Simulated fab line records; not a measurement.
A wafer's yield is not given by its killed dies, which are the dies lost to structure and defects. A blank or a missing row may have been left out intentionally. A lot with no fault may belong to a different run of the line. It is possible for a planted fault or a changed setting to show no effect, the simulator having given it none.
Struck lot and sound lot, side by side -- flow rit-cmos -- 19 out of 202 route steps
Sound: these wafers, L121.1, L121.2, L121.3. The struck wafers were L130.1, L130.4, L130.5. The cause is named last.
Each step with rows lists, per side, the tool, then ch with its chambers, then its first start. Under that, the readings that differ: sound wafers -- struck wafers -- difference of the means -- sigmas: that difference in standard deviations of wafers without a fault.
alike: readings whose means differ by less than 2 such deviations, and words and numbers that are the same on both sides. not compared: withheld readings, readings that some wafer has no value for, bounds like >300 that may hide the same value, and numbers for which the record gives no deviation and whose values overlap.
Wherever a step has rows on one side only, a row that says differs or no value, or a row with sigmas, the two part there. When numbers do not overlap yet have no deviation, they are printed without sigmas and do not part them. A reading missing from all wafers of one side parts the sides only when that side holds two or more wafers.

first, 2 steps without rows for these wafers: RIT_PWELL_HARDBAKE_07 (time 120 s); RIT_PWELL_IMPLANT_08.
RIT_PWELL_STRIP_09: strips in O2, time 180 s.
  sound on plasma-asher-03 ch 0,1, day 3 05:16; struck on plasma-asher-01 ch 0,1, day 5 06:24
  alike: drypump-motor-current-A, o2-flow-sccm, rf-refl-power-W
  not compared: rf-hours-counter-h
RIT_PWELL_TW_MEAS_10:
  sound: film-metro-01 at day 3 05:27; struck: film-metro-01 at day 5 06:36
  alike: PWELL_TW
then, 1 step without rows for these wafers: RIT_WELLDRIVE_ANNEAL_00 (time 14700 s).
RIT_WELLDRIVE_RS_MEAS_01: uses a four-point probe to measure.
  sound: film-metro-03 at day 3 10:35; struck: film-metro-03 at day 5 11:44
  alike: NWELL_RS
RIT_WELLDRIVE_RS_MEAS_02: uses a four-point probe to measure.
  sound: film-metro-03 at day 3 10:43; struck: film-metro-03 at day 5 11:52
  alike: PWELL_RS
then, 5 steps without rows for these wafers: RIT_NRETRO_HMDS_00 (prime time 60 s); RIT_NRETRO_COAT_01 (resist thk 1300 nm); RIT_NRETRO_SOFTBAKE_02 (time 60 s); RIT_NRETRO_EXPOSE_03 (exposes mask M4, target cd 43900 nm); RIT_NRETRO_PEB_04.
RIT_NRETRO_DEVELOP_05: develop time 68 s.
  sound on litho-track-02 ch 0, day 3 11:00; struck on litho-track-02 ch 0, day 5 12:00
  alike: developer-temp-C
RIT_NRETRO_OVL_MEAS_06:
  sound: overlay-02 at day 3 11:50; struck: overlay-01 at day 5 12:56
  alike: NRETRO_OVL
then, 2 steps without rows for these wafers: RIT_NRETRO_HARDBAKE_07 (time 120 s); RIT_NRETRO_IMPLANT_08.
RIT_NRETRO_STRIP_09: strips in O2, time 180 s.
  sound on plasma-asher-03 ch 0,1, day 3 12:16; struck on plasma-asher-02 ch 0,1, day 5 13:22
  alike: drypump-motor-current-A, o2-flow-sccm, rf-refl-power-W
  not compared: rf-hours-counter-h
RIT_NRETRO_TW_MEAS_10:
  sound: film-metro-01 at day 3 12:27; struck: film-metro-04 at day 5 13:32
reading,sound,struck,difference,sigmas
NRETRO_TW,1020 1024 1028,221 219 223,-803,-57
then, 1 step without rows for these wafers: RIT_PRETRO_HMDS_00 (prime time 60 s).

== WHERE THEY PART ==
RIT_NRETRO_TW_MEAS_10 only, going by this record.

WHY: the cause the simulator had injected
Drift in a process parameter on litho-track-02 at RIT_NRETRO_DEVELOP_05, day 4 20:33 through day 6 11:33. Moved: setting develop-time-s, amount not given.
